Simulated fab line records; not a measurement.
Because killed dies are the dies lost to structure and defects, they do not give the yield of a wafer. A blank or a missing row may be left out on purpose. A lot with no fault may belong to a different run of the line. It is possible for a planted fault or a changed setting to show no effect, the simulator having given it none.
Matching of chambers    flow rit-cmos    4 sister chambers for RIT_GATE_ETCH_19 on rie-si-01
The step etches poly-Si in SF6/CHF3/O2, stops on SiO2, time 165 s, target depth 312.5 nm. 8 wafers are shown with their chamber, then 6 later ones without.

EACH WAFER AND ITS CHAMBER
wafer   chamber  drypump-motor-current-A (A)  throttle-valve-pct (%)
L423.5  1        5.2                          10.26
L427.2  3        6.6                          10.31
L427.4  2        5.8                          10.22
L429.3  2        5.8                          10.22
L429.4  1        5.2                          10.25
L429.6  0        5.4                          10.24
L431.1  0        5.4                          10.23
L431.2  3        6.7                          10.29

WAFERS WITHOUT THEIR CHAMBER
wafer   drypump-motor-current-A (A)  throttle-valve-pct (%)
L431.5  5.8                          10.24
L433.3  5.2                          10.27
L433.4  6.6                          10.29
L433.5  5.3                          10.24
L437.5  5.2                          10.26
L437.6  5.4                          10.25

EACH ONE'S CHAMBER
wafer   from the rows above      in truth
L431.5  2                        2
L433.3  1                        1
L433.4  3                        3
L433.5  can't be placed: 0 or 1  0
L437.5  1                        1
L437.6  0                        0
Placed correctly: 5 of 6. Can't be placed from these rows: 1 (the true chamber is among the candidates in 1). Placed wrongly: 0.
How it was worked out, from the rows above alone: a wafer's distance from a chamber is the root of the sum, over the readings, of the square of ((its reading less the chamber's mean) divided by the reading's scatter). The wafer belongs to the nearest chamber; if the next one is less than 2 further off, it can't be placed. A chamber's mean is the mean of its shown wafers. The scatter: take each reading less its chamber's mean, square it, sum over the shown wafers, divide by the number of wafers less the number of chambers, and take the root.
